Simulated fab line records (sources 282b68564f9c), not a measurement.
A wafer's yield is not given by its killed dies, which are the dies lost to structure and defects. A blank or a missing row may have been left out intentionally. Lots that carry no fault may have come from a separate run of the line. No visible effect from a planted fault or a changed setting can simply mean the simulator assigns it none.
Which of the tools did it?	flow rit-cmos	15 lots with 45 wafers sampled at 5 steps, on a route of 202 steps

== WHAT THE GAUGES READ, wafer by wafer ==
RIT_GATE_OVL_MEAS_17.
lot	measured	on	GATE_OVL (nm)
L980	day 2 15:01	overlay-02	1.4 0.3 -1.5
L982	day 3 00:00	overlay-01	1.4 -0.7 1.6
L983	day 3 07:05	overlay-02	0.2 -0.2 -1.3
L984	day 3 12:07	overlay-01	-0.7 0.0 -1.2
L986	day 3 23:25	overlay-01	-0.2 0.6 1.9
L988	day 4 12:02	overlay-02	131.0 128.7 130.9
L989	day 4 16:50	overlay-02	127.2 129.3 128.1
L990	day 4 21:43	overlay-02	130.3 128.7 130.3
L994	day 5 21:35	overlay-01	-1.5 -1.5 1.1
L995	day 6 03:18	overlay-01	2.1 0.2 -0.1
L996	day 6 05:10	overlay-01	0.0 0.1 2.3
L997	day 6 06:57	overlay-02	0.5 -0.6 1.0
L998	day 6 09:52	overlay-01	-0.5 1.8 -1.3
L999	day 6 17:22	overlay-01	0.3 0.8 2.6
L102	day 7 06:43	overlay-02	2.2 1.8 -0.8

RIT_NLDD_OVL_MEAS_06.
lot	measured	on	NLDD_OVL (nm)
L980	day 2 19:35	overlay-01	-0.8 0.6 0.4
L982	day 3 05:02	overlay-01	3.5 1.3 3.6
L983	day 3 12:19	overlay-01	-0.1 1.6 2.0
L984	day 3 18:17	overlay-01	1.0 1.3 1.7
L986	day 4 05:02	overlay-02	-0.4 -1.1 0.5
L988	day 4 17:52	overlay-01	2.1 1.3 2.2
L989	day 4 23:45	overlay-01	0.6 0.7 -1.5
L990	day 5 03:09	overlay-01	0.1 -0.2 -1.2
L994	day 6 03:23	overlay-02	1.8 0.9 0.8
L995	day 6 07:46	overlay-02	0.3 0.6 0.7
L996	day 6 11:40	overlay-02	-1.3 -3.8 -1.1
L997	day 6 11:46	overlay-01	0.9 1.2 1.3
L998	day 6 16:13	overlay-02	1.2 1.3 2.2
L999	day 6 22:19	overlay-01	-0.2 -1.5 -0.8
L102	day 7 12:18	overlay-01	-0.5 0.7 -0.2

RIT_M1_CD_MEAS_09: the cd target is 2600 nm.
lot	measured	on	cd-nm (nm)
L980	day 3 08:31	cd-sem-02	2602.4 2602.6 2602.9
L982	day 3 17:56	cd-sem-01	2601.2 2601.9 2600.7
L983	day 4 01:39	cd-sem-01	2606.1 2605.9 2603.1
L984	day 4 07:04	cd-sem-01	2601.8 2602.5 2600.8
L986	day 4 17:52	cd-sem-01	2599.9 2599.7 2600.7
L988	day 5 06:28	cd-sem-01	2599.4 2601.4 2601.0
L989	day 5 12:20	cd-sem-01	2599.0 2603.0 2599.9
L990	day 5 15:50	cd-sem-02	2603.2 2603.6 2602.1
L994	day 6 16:31	cd-sem-01	2599.4 2598.3 2597.4
L995	day 6 21:31	cd-sem-01	2599.8 2600.6 2599.9
L996	day 7 02:57	cd-sem-01	2599.7 2597.5 2601.1
L997	day 7 00:50	cd-sem-01	2600.3 2600.5 2598.6
L998	day 7 04:43	cd-sem-01	2595.9 2598.6 2598.6
L999	day 7 11:22	cd-sem-02	2597.5 2595.9 2597.7
L102	day 8 00:54	cd-sem-01	2601.3 2599.5 2599.6

== EACH LOT AND THE TOOL THAT RAN IT (in order: tool; ch and the chambers of the sampled wafers; start) ==
lot	RIT_GATE_EXPOSE_13	RIT_NSD_STRIP_09
L980	iline-stepper-01 ch 0, day 2 14:29	plasma-asher-01 ch 0,1, day 3 01:41
L982	iline-stepper-01 ch 0, day 2 23:30	plasma-asher-01 ch 0,1, day 3 10:59
L983	iline-stepper-02 ch 0, day 3 06:36	plasma-asher-04 ch 0,1, day 3 18:38
L984	iline-stepper-02 ch 0, day 3 11:36	plasma-asher-01 ch 0,1, day 4 00:10
L986	iline-stepper-01 ch 0, day 3 22:53	plasma-asher-03 ch 0,1, day 4 10:51
L988	iline-stepper-02 ch 0, day 4 11:31	plasma-asher-04 ch 0,1, day 4 23:40
L989	iline-stepper-02 ch 0, day 4 16:19	plasma-asher-01 ch 0,1, day 5 05:26
L990	iline-stepper-02 ch 0, day 4 21:11	plasma-asher-01 ch 0, day 5 08:57
L994	iline-stepper-01 ch 0, day 5 20:48	plasma-asher-04 ch 0,1, day 6 09:16
L995	iline-stepper-01 ch 0, day 6 02:38	plasma-asher-04 ch 0,1, day 6 14:00
L996	iline-stepper-01 ch 0, day 6 04:41	plasma-asher-04 ch 0,1, day 6 19:46
L997	iline-stepper-01 ch 0, day 6 06:26	plasma-asher-01 ch 0,1, day 6 17:42
L998	iline-stepper-01 ch 0, day 6 09:21	plasma-asher-03 ch 0,1, day 6 22:04
L999	iline-stepper-01 ch 0, day 6 16:52	plasma-asher-03 ch 1, day 7 04:26
L102	iline-stepper-01 ch 0, day 7 06:11	plasma-asher-04 ch 0,1, day 7 17:59
- RIT_GATE_EXPOSE_13: exposes mask M6, target cd 150 nm.
- RIT_NSD_STRIP_09: strips in O2, time 180 s.

== WHAT THE TOOLS THEMSELVES READ (means of the sampled wafers that have a number; where no wafer has one, the mark that the record gives instead) ==
RIT_NSD_STRIP_09.
lot	tool	drypump-motor-current-A (A)
L980	plasma-asher-01	5.70
L982	plasma-asher-01	5.75
L983	plasma-asher-04	5.56
L984	plasma-asher-01	5.68
L986	plasma-asher-03	6.12
L988	plasma-asher-04	5.57
L989	plasma-asher-01	5.68
L990	plasma-asher-01	5.68
L994	plasma-asher-04	5.57
L995	plasma-asher-04	5.84
L996	plasma-asher-04	5.56
L997	plasma-asher-01	5.69
L998	plasma-asher-03	6.11
L999	plasma-asher-03	6.08
L102	plasma-asher-04	5.59

== THE ANSWER, worked out from the rows above alone ==
Rule: the usual values come from the lots themselves. The widest of any qualifying gaps counts: lots, ordered by their means at a reading, are off when they make up no more than a third of the lots, leave a main group of 4 or more, and stand apart from it by 3 or more times the standard deviation of that group's means. Not used: any main group whose means are identical at the precision the tables above print for the reading. A lot without any number at a reading at which 4 lots or more have one is off too. All remaining lots with rows at the step are treated as sound. After the gauges, taken in route order, come the tools' own readings; for these a lot's mean is taken, as printed above. At the first step where some lot is off, the reading lying furthest off is the one used; lots without a number count as furthest.
Off: at RIT_GATE_OVL_MEAS_17 (GATE_OVL), L988, L989, L990. The main group: mean 0.3 nm, standard deviation 0.63.
A tool fits if, at a process step before that reading, it ran every lot that is off, and no sound lot after the first of them. The gauges at RIT_GATE_OVL_MEAS_17 are tried like those tools. One candidate fits, namely iline-stepper-02 at RIT_GATE_EXPOSE_13. Its last sound lot is L984 (day 3 11:36), its first lot that is off L988 (day 4 11:31): a fault that began between those two fits.

== WHAT THE SIMULATOR PUT IN ==
Scanner matching overlay: iline-stepper-02, from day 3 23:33 on, at RIT_GATE_EXPOSE_13. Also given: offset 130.
Shown lots that were struck: L988, L989, L990. The rule above found the same.
